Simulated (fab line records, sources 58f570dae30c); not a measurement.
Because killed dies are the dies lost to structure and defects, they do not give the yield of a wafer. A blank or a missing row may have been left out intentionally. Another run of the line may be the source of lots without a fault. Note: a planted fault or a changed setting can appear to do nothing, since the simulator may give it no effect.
One fault seen from 2 desks || flow berkeley cmos170 || each desk holds nothing but its own numbers, with what lay behind them at the end

== AT THE TOOL OWNER'S DESK: litho track-04 ==
The tool's own readings at UCB170_M1_PEB_07: means of the sampled wafers that have a number, for each lot that ran on this tool. Any lot whose mean is over 4 standard deviations away from the usual mean is out of limits and marked OUT; that distance is given in the brackets.
Columns: A = chill plate temp C at UCB170_M1_PEB_07, usual 22.99 C; B = exhaust pa at UCB170_M1_PEB_07, usual 44.9 Pa
{"lot": "L194", "first seen here": "day 6 18:21", "A": 22.93, "B": 46.1}
{"lot": "L200", "first seen here": "day 7 19:34", "A": 23.04, "B": 44.8}
{"lot": "L210", "first seen here": "day 9 23:58", "A": 22.86, "B": 44.3}
{"lot": "L209", "first seen here": "day 10 04:11", "A": 23.08, "B": 45.7}
{"lot": "L212", "first seen here": "day 10 17:27", "A": 23.04, "B": 44.7}
Finding of this desk: none of the 5 lots has anything out of limits.

== FROM THE METROLOGY DESK ==
What the gauges read for every lot (on any tool): the sampled wafers with a number, averaged. Any lot whose mean is over 4 standard deviations away from the usual mean is out of limits and marked OUT; that distance is given in the brackets.
Columns: A = cd nm at UCB170_ACTIVE_CD_MEAS_13, usual 1200.3 nm; B = PFIELD_OVL at UCB170_PFIELD_OVL_MEAS_06, usual -1 nm
{"lot": "L194", "first seen here": "day 4 03:06", "A": 1199.3, "B": -3}
{"lot": "L196", "first seen here": "day 4 22:35", "A": 1199.6, "B": -3}
{"lot": "L195", "first seen here": "day 4 22:52", "A": 1198.3, "B": 7}
{"lot": "L199", "first seen here": "day 5 05:31", "A": 1201.2, "B": 3}
{"lot": "L198", "first seen here": "day 5 05:36", "A": 1201.0, "B": -2}
{"lot": "L200", "first seen here": "day 5 05:41", "A": 1201.6, "B": 4}
{"lot": "L206", "first seen here": "day 6 13:55", "A": 1200.2, "B": -6}
{"lot": "L205", "first seen here": "day 6 13:59", "A": 1200.8, "B": -5}
{"lot": "L210", "first seen here": "day 7 07:30", "A": 1201.8, "B": 1}
{"lot": "L209", "first seen here": "day 7 07:45", "A": 1199.3, "B": 0}
{"lot": "L211", "first seen here": "day 7 22:08", "A": 1199.4, "B": -5}
{"lot": "L212", "first seen here": "day 7 22:21", "A": 1200.1, "B": -6}
{"lot": "L216", "first seen here": "day 8 15:35", "A": 1199.1, "B": -1}
{"lot": "L215", "first seen here": "day 8 15:50", "A": 1200.8, "B": -4}
Finding of this desk: none of the 14 lots has anything out of limits.

== ALL TOGETHER ==
The tool owner's desk saw nothing out of limits.
Metrology desk: nothing out of limits seen.

== WHAT THE SIMULATOR PUT IN ==
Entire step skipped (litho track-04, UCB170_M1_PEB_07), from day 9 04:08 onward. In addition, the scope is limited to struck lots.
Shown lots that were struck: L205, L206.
